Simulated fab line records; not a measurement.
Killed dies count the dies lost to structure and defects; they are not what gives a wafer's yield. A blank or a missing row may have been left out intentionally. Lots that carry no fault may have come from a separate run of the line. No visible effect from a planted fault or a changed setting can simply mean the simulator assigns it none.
Code-filled problem report in 8D (eight disciplines) form    flow berkeley-cmos170    the parts of the form that need people (team, actions taken, sign-off) are left out

== 1. PROBLEM STATEMENT ==
At UCB170_GATE_ETCH_14, oes-product-au averages 0.907 a.u. over 2 wafers from 2 lots, while fault-free wafers read 0.999 a.u., standard deviation 0.019. Relative to the usual mean, that is a shift of -4.9 standard deviations.
The step: etches BARC in N2/H2.
Seen first at day 8 08:14 on rie-diel-01, wafer L266.5. The record has a number at this step for 35 wafers belonging to 13 lots. Rule for "out", or "out of limits": more than 4 standard deviations from the usual mean. The rest of the wafers with a number are treated as sound.

== 2. WHAT IT IS, WHAT IT ISN'T ==
question                     is                      is not
which readings at this step  oes-product-au          drypump-motor-current-A, rf-fwd-power-W, throttle-valve-pct
which lots                   L266, L268              L254, L255, L256, L257, L260, L261, L262, L271, L272, L275, L276
which wafers of those lots   all that have a number  -
read on which tools          rie-diel-01             rie-diel-03, rie-diel-04
when                         from day 8 08:14        up to then (21 sound wafers); but 12 sound wafers of L271, L272, L275, L276 came after

== 3. SUSPECTS, AND WHAT RULES EACH OUT ==
Counting: any tool at a process step up to the reading is kept as a suspect provided that every lot that is out went through it and no sound lot did after the first of them.
- rie-diel-01 at UCB170_GATE_ETCH_14 (etches BARC in N2/H2): kept. All lots that are out passed through it, beginning with L266 at day 8 08:14, and no sound lot followed; its final sound lot before that point was L260 at day 7 16:53. Its own readings are out on those wafers: oes-product-au.
Left after counting: rie-diel-01 at UCB170_GATE_ETCH_14.

== 4. THE CAUSE (what the simulator had put in) ==
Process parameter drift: rie-diel-01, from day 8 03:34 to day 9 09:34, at UCB170_GATE_ETCH_14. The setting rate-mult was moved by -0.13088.
Only this tool survived the counting.

== 5. SEQUENCE OF EFFECTS, ordered by route ==
Each row: a reading whose mean over the struck wafers that have a number lies more than 3 standard deviations from the usual. Only readings whose record carries a usual standard deviation are examined. hours: median over the lots of the time between each lot's start at the first step of this table that gives one and its start at this step. sigmas: the change, counted in usual standard deviations.
hours  step                 reading         usual       on struck wafers  change  sigmas
0      UCB170_GATE_ETCH_14  oes-product-au  0.999 a.u.  0.907             -0.092  -4.9
Process steps it contains:
- UCB170_GATE_ETCH_14: etches BARC in N2/H2.
At these later measuring or inspecting steps, every struck wafer for which the step has a row has a number for every such reading, and none has moved that far: UCB170_SILICIDE_RS_MEAS_02, UCB170_M1_THK_MEAS_02.

== 6. HOW IT WOULD HAVE BEEN CAUGHT EARLIER ==
First out-of-limits reading in this record: day 8 08:14, which is 5 hours after fault onset at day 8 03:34.
